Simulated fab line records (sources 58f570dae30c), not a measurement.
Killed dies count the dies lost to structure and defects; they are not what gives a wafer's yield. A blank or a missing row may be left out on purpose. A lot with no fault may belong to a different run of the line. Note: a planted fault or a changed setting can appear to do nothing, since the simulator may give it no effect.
Shared-tool check    flow berkeley_cmos170    15 lots and 45 wafers in the sample

## WHY THIS WAS OPENED
Of 15 lots, 3 have the reading NSD_RS flagged at UCB170_SDANNEAL_RS_MEAS_03. Wafers without a fault read 37.27 ohm/sq, standard deviation 0.073.
Rule: flag the lot when none of its wafers has a number, or when each of its wafers that has one lies beyond 4 standard deviations from that mean. All remaining lots are regarded as sound.

lot   measured      on             NSD_RS (ohm/sq), wafer by wafer  flag
L230  day 7 03:02   film_metro-03  37.34 37.38 37.45                
L228  day 7 03:41   film_metro-03  37.43 37.33 37.26                
L232  day 8 05:47   film_metro-03  37.46 37.36 37.41                
L233  day 8 05:47   film_metro-04  37.31 37.27 37.20                
L234  day 8 17:35   film_metro-04  37.30 37.26 37.29                
L236  day 8 17:53   film_metro-02  37.19 37.17 37.19                
L235  day 8 18:04   film_metro-04  37.34 37.22 37.31                
L237  day 9 19:45   film_metro-02  37.24 37.15 37.27                
L239  day 9 20:22   film_metro-04  37.34 37.21 37.27                
L243  day 9 20:44   film_metro-02  38.10 38.14 38.21                FLAGGED
L246  day 10 08:26  film_metro-03  38.27 38.23 38.24                FLAGGED
L245  day 10 08:29  film_metro-04  38.09 38.10 38.12                FLAGGED
L244  day 10 08:35  film_metro-02  37.26 37.18 37.23                
L248  day 11 10:49  film_metro-02  37.29 37.23 37.18                
L249  day 11 10:58  film_metro-03  37.28 37.36 37.39                
On average the flagged lots' numbers are 38.17 ohm/sq, which is +0.90 ohm/sq against the usual, or +12 standard deviations.

## EACH LOT AND THE TOOL IT RAN ON
Before the reading, the record contains 2 process steps out of a 331-step route. Read each cell as the tool, then ch plus the chambers that the sampled wafers visited, then the start.
lot   flag     UCB170_NSD_IMPLANT_08            UCB170_NSD_STRIP_09
L230           implanter-04 ch 0, day 7 01:16   plasma_asher-02 ch 1, day 7 01:23
L228           implanter-03 ch 0, day 7 02:14   plasma_asher-02 ch 0, day 7 02:21
L232           implanter-04 ch 0, day 8 03:55   plasma_asher-04 ch 0,1, day 8 04:04
L233           implanter-03 ch 0, day 8 04:07   plasma_asher-02 ch 0,1, day 8 04:16
L234           implanter-03 ch 0, day 8 15:52   plasma_asher-04 ch 0,1, day 8 16:01
L236           implanter-04 ch 0, day 8 16:02   plasma_asher-02 ch 0, day 8 16:09
L235           implanter-02 ch 0, day 8 16:08   plasma_asher-04 ch 0,1, day 8 16:17
L237           implanter-02 ch 0, day 9 17:54   plasma_asher-02 ch 0,1, day 9 18:02
L239           implanter-03 ch 0, day 9 18:35   plasma_asher-04 ch 0,1, day 9 18:44
L243  FLAGGED  implanter-02 ch 0, day 9 19:02   plasma_asher-01 ch 0,1, day 9 19:11
L246  FLAGGED  implanter-02 ch 0, day 10 04:36  plasma_asher-02 ch 0,1, day 10 04:45
L245  FLAGGED  implanter-02 ch 0, day 10 05:03  plasma_asher-01 ch 0,1, day 10 05:11
L244           implanter-03 ch 0, day 10 04:54  plasma_asher-04 ch 0,1, day 10 05:02
L248           implanter-03 ch 0, day 11 09:18  plasma_asher-01 ch 0,1, day 11 09:26
L249           implanter-04 ch 0, day 11 09:22  plasma_asher-02 ch 0,1, day 11 09:31
What these steps do:
- UCB170_NSD_IMPLANT_08
- UCB170_NSD_STRIP_09: strips in O2.
- UCB170_SDANNEAL_RS_MEAS_03: measures by four-point-probe.

## FLAGGED OVER TOTAL, TOOL BY TOOL (the gauges that took the reading come last)
step                        tool             lots run  flagged  share of the flagged lots  sound lots run after its first flagged lot
UCB170_NSD_IMPLANT_08       implanter-02     5         3        all                        0
UCB170_NSD_IMPLANT_08       implanter-03     6         0        none                       -
UCB170_NSD_IMPLANT_08       implanter-04     4         0        none                       -
UCB170_NSD_STRIP_09         plasma_asher-01  3         2        some                       1 (L248)
UCB170_NSD_STRIP_09         plasma_asher-02  7         1        some                       1 (L249)
UCB170_NSD_STRIP_09         plasma_asher-04  5         0        none                       -
UCB170_SDANNEAL_RS_MEAS_03  film_metro-02    5         1        some                       2 (L244,L248)
UCB170_SDANNEAL_RS_MEAS_03  film_metro-03    5         1        some                       1 (L249)
UCB170_SDANNEAL_RS_MEAS_03  film_metro-04    5         1        some                       0

## WHAT THE TABLE PERMITS
Rows of the table that ran each flagged lot: 1, that is implanter-02 at UCB170_NSD_IMPLANT_08.
- implanter-02 at UCB170_NSD_IMPLANT_08: 3 of its 5 lots flagged. A fault beginning between L237 (day 9 17:54), its last sound lot, and L243 (day 9 19:02), its first flagged one, fits the data. Its own readings lie more than 4 standard deviations out on every wafer of the flagged lots: dose_ions_cm2.
One tool is left: implanter-02 at UCB170_NSD_IMPLANT_08.

## WHAT HAD BEEN PUT IN BY THE SIMULATOR
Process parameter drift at UCB170_NSD_IMPLANT_08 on implanter-02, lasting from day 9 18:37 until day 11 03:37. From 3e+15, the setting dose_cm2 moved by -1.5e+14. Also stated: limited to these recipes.
Struck lots among those shown: L243, L246, L245. The rule above found the same.
